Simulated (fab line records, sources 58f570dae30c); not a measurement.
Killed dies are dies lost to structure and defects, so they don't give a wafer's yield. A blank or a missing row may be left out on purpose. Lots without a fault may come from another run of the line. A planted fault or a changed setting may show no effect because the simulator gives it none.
fab line records | flow berkeley_cmos170 | part 2 of 2: steps 30 to 39 of 39
record lots=5 wafers=15 last_day=12
route steps=331 shown NLDD@167 SPACER@171 PSD@175 NSD@187 BACKSIDE@199 SDANNEAL@204
lots that met no fault: from a run of the same line without faults
start_h: hours from the record's first day to the start of the lot's first wafer shown | wait_h: hours since the lot's step before | " the same as in the row above | L1.1+2: a row that stands for several wafers | - no value, or no start given | * or withheld: withheld | < > ~ a bound
route shown NAME@n: a module of which the file shows steps, and the number in the route of the first | usual: mean/standard deviation of fault-free wafers | same: alike in all rows | chamber/n: place in a boat | sites: the reading at each site | _std_site: their standard deviation | _edge_site: outer sites' mean less inner sites' | radius_mm: how far each site lies from the wafer's centre | mask NAME#n: copy n | behind: the tool/chamber that last shaped the wafer | hold: why the lot was held/for how many hours/how that ended | device: the transistor (n, p or np) that didn't switch | end of line: the same wafers' tests at the end of the route | a step without rows: its recipe alone | killed: dies lost to structure and defects at the first sort, not the wafer's yield | map: a wafer's dies, x killed, . not, _ none there
set.NAME: the setting as run; set.NAME@STEP: as run at that earlier step | model.NAME: the simulator's own value behind a step, which no gauge read
lots at some steps of the route; a table a step, a row a wafer
services: from which hour (start_h, from the record's first day; less than 0 if before it) a tool's chamber was out of use, for how many hours, and why
## steps
# step UCB170_NSD_STRIP_09
# recipe chemistry=O2 power_w=406.2 pressure_mtorr=3500 platen_temp_c=withheld o2_flow_sccm=400 overash_fraction=0.5
# usual drypump_motor_current_A=5.7/0.46 oes_product_au=0.536/0.0045 strip_time_to_endpoint_s=35.22/0.094
# columns lot.wafer tool chamber start_h wait_h drypump_motor_current_A oes_product_au rf_hours_counter_h strip_time_to_endpoint_s
L075.2 plasma_asher-02 0 174.16 0.1 5.5 0.542 44 35.26
L075.4 " 1 " " 5.7 0.534 - 35.20
L075.5 " 1 " " 5.7 0.536 - 35.12
L080.1 plasma_asher-04 1 187.98 0.1 5.4 0.536 40 35.19
L080.4 " 0 " " 6.2 0.533 - 35.19
L080.6 " 0 " " 6.3 0.530 - 35.15
L092.1 plasma_asher-01 0 262.18 0.1 6.2 0.535 52 35.29
L092.2 " 1 " " 4.9 0.538 52 35.33
L092.6 " 1 " " 4.9 0.525 - 35.52
L091.1 plasma_asher-04 0 262.41 0.1 6.3 0.540 49 35.06
L091.2 " 1 " " 5.4 0.535 49 35.15
L091.4 " 1 " " 5.3 0.525 - 34.97
L094.1 plasma_asher-04 1 275.00 0.1 5.3 0.534 51 35.22
L094.3 " 0 " " 6.2 0.538 - 35.16
L094.5 " 0 " " 6.2 0.538 - 35.22
# step UCB170_NSD_TW_MEAS_10
# usual NSD_TW=4182/37
# columns lot.wafer tool chamber start_h wait_h NSD_TW
L075.2 film_metro-04 - 174.27 0.1 4227
L075.4 " - " " 4197
L075.5 " - " " 4225
L080.1 film_metro-01 - 188.08 0.1 4153
L080.4 " - " " 4186
L080.6 " - " " 4160
L092.1 film_metro-01 - 262.28 0.1 4139
L092.2 " - " " 4138
L092.6 " - " " 4142
L091.1 film_metro-04 - 262.51 0.1 4217
L091.2 " - " " 4227
L091.4 " - " " 4240
L094.1 film_metro-03 - 275.10 0.1 4157
L094.3 " - " " 4149
L094.5 " - " " 4155
# step UCB170_NSD_CLEAN_11
# recipe chemistry=SPM temp_c=120 time_s=600
# columns lot.wafer tool chamber start_h wait_h
L075.2+4+5 wet_bench-01 1 174.32 0.0
L080.1+4+6 wet_bench-04 2 188.14 0.1
L092.1+2+6 wet_bench-01 1 262.34 0.1
L091.1+2+4 wet_bench-01 0 262.57 0.1
L094.1+3+5 wet_bench-04 0 275.16 0.1
# step UCB170_BACKSIDE_HMDS_00
# recipe prime_time_s=60 prime_temp_c=100
# columns lot.wafer tool chamber start_h wait_h
L075.2+4+5 litho_track-04 0 175.29 0.8
L080.1+4+6 litho_track-03 0 188.48 0.2
L092.1+2+6 litho_track-02 0 262.87 0.4
L091.1+2+4 litho_track-04 0 262.98 0.2
L094.1+3+5 litho_track-03 0 275.34 0.0
# step UCB170_BACKSIDE_COAT_01
# recipe resist=KrF spin_rpm=1500 resist_thk_nm=900
# usual dispense_pressure_kPa=50/4.7
# columns lot.wafer tool chamber start_h wait_h dispense_pressure_kPa
L075.2 litho_track-04 0 175.44 0.1 57
L075.4 " 0 " " 57
L075.5 " 0 " " 57
L080.1 litho_track-03 0 188.63 0.1 48
L080.4 " 0 " " 48
L080.6 " 0 " " 48
L092.1 litho_track-02 0 263.02 0.1 46
L092.2 " 0 " " 46
L092.6 " 0 " " 46
L091.1 litho_track-04 0 263.13 0.1 57
L091.2 " 0 " " 57
L091.4 " 0 " " 57
L094.1 litho_track-03 0 275.49 0.1 48
L094.3 " 0 " " 48
L094.5 " 0 " " 48
# step UCB170_BACKSIDE_SOFTBAKE_02
# recipe resist=KrF temp_c=130 time_s=60
# columns lot.wafer tool chamber start_h wait_h
L075.2+4+5 litho_track-04 0 175.59 0.1
L080.1+4+6 litho_track-03 0 188.78 0.1
L092.1+2+6 litho_track-02 0 263.17 0.1
L091.1+2+4 litho_track-04 0 263.28 0.1
L094.1+3+5 litho_track-03 0 275.64 0.1
# step UCB170_BACKSIDE_STRIP_03
# recipe chemistry=O2 power_w=400 pressure_mtorr=3500 platen_temp_c=withheld o2_flow_sccm=400 overash_fraction=0.5
# usual drypump_motor_current_A=5.9/0.47 oes_product_au=0.734/0.0047 strip_time_to_endpoint_s=21.93/0.066
# columns lot.wafer tool chamber start_h wait_h drypump_motor_current_A oes_product_au rf_hours_counter_h strip_time_to_endpoint_s
L075.2 plasma_asher-04 0 175.71 0.1 6.2 0.740 39 21.91
L075.4 " 1 " " 5.4 0.728 - 21.89
L075.5 " 0 " " 6.2 0.724 - 21.92
L080.1 plasma_asher-04 0 188.93 0.1 6.2 0.738 40 22.09
L080.4 " 0 " " 6.3 0.733 - 22.01
L080.6 " 1 " " 5.3 0.735 - 22.07
L092.1 plasma_asher-04 0 263.32 0.1 6.3 0.734 49 21.92
L092.2 " 1 " " 5.4 0.740 49 21.91
L092.6 " 0 " " 6.2 0.732 - 21.93
L091.1 plasma_asher-02 1 263.43 0.1 5.7 0.740 54 21.85
L091.2 " 0 " " 5.5 0.738 54 21.92
L091.4 " 1 " " 5.7 0.738 - 21.93
L094.1 plasma_asher-04 1 275.79 0.1 5.3 0.739 51 21.95
L094.3 " 0 " " 6.2 0.736 - 21.95
L094.5 " 1 " " 5.3 0.732 - 21.99
# step UCB170_BACKSIDE_CLEAN_04
# recipe chemistry=SPM temp_c=120 time_s=600
# columns lot.wafer tool chamber start_h wait_h
L075.2+4+5 wet_bench-03 0 175.81 0.1
L080.1+4+6 wet_bench-03 2 189.04 0.1
L092.1+2+6 wet_bench-01 0 263.42 0.1
L091.1+2+4 wet_bench-01 0 263.77 0.3
L094.1+3+5 wet_bench-01 1 275.89 0.1
# step UCB170_SDANNEAL_RTA_00
# recipe temp_c=900 time_s=10 ambient=N2
# usual lamp_power_pct=24.2/1.1 wafer_temp_C_max=904.5/1.2
# columns lot.wafer tool chamber start_h wait_h lamp_power_pct wafer_temp_C_max
L075.2 rtp_anneal-01 0 176.00 0.0 25.4 904.6
L075.4 " 0 " " 25.4 905.0
L075.5 " 0 " " 25.4 905.9
L080.1 rtp_anneal-02 0 189.23 0.0 23.1 903.5
L080.4 " 0 " " 23.1 903.1
L080.6 " 0 " " 23.1 904.6
L092.1 rtp_anneal-02 0 263.60 0.0 23.1 903.3
L092.2 " 0 " " 23.1 904.6
L092.6 " 0 " " 23.1 902.0
L091.1 rtp_anneal-01 0 263.95 0.0 25.4 906.2
L091.2 " 0 " " 25.4 905.0
L091.4 " 0 " " 25.4 904.4
L094.1 rtp_anneal-01 0 276.10 0.0 25.4 905.3
L094.3 " 0 " " 25.4 906.3
L094.5 " 0 " " 25.4 907.7
# step UCB170_SDANNEAL_RTA_01
# recipe temp_c=1050 time_s=5 ambient=N2
# usual lamp_power_pct=37.4/1.7 wafer_temp_C_max=1055.2/1.4
# columns lot.wafer tool chamber start_h wait_h lamp_power_pct wafer_temp_C_max
L075.2 rtp_anneal-01 0 176.06 0.1 39.1 1056.4
L075.4 " 0 " " 39.2 1055.4
L075.5 " 0 " " 39.2 1055.2
L080.1 rtp_anneal-02 0 189.30 0.1 35.7 1053.3
L080.4 " 0 " " 35.7 1053.5
L080.6 " 0 " " 35.7 1054.1
L092.1 rtp_anneal-02 0 263.73 0.1 35.7 1054.1
L092.2 " 0 " " 35.6 1054.2
L092.6 " 0 " " 35.7 1056.3
L091.1 rtp_anneal-01 0 264.02 0.1 39.2 1058.8
L091.2 " 0 " " 39.1 1055.3
L091.4 " 0 " " 39.2 1055.5
L094.1 rtp_anneal-01 0 276.16 0.1 39.2 1056.5
L094.3 " 0 " " 39.1 1057.6
L094.5 " 0 " " 39.2 1055.8
## services
# columns tool chamber start_h hours kind
implanter-04 - 139.27 44.8 pm
krf_scanner-01 - 142.88 1.0 pm
krf_scanner-02 - 143.96 4.4 pm
implanter-02 - 147.26 4.5 repair
furnace-02 - 153.59 3.6 pm
rie_diel-02 1 165.55 6.6 repair
wet_bench-04 - 170.23 1.9 pm
krf_scanner-02 - 171.09 1.0 pm
krf_scanner-01 - 174.26 0.2 repair
plasma_asher-02 - 180.40 4.5 repair
rie_diel-02 2 187.66 1.7 repair
pecvd-04 - 187.76 4.2 repair
rie_diel-04 - 193.38 0.5 repair
implanter-04 - 202.30 8.3 pm
krf_scanner-02 - 208.25 0.8 pm
rtp_anneal-01 - 209.45 2.0 pm
implanter-03 - 209.65 4.3 pm
krf_scanner-01 - 218.20 3.6 pm
pecvd-04 0 230.59 3.8 repair
krf_scanner-01 - 235.17 0.6 repair
krf_scanner-02 - 242.83 1.3 pm
krf_scanner-01 - 244.30 1.3 pm
implanter-01 - 259.34 18.6 repair
implanter-01 - 260.35 3.0 repair
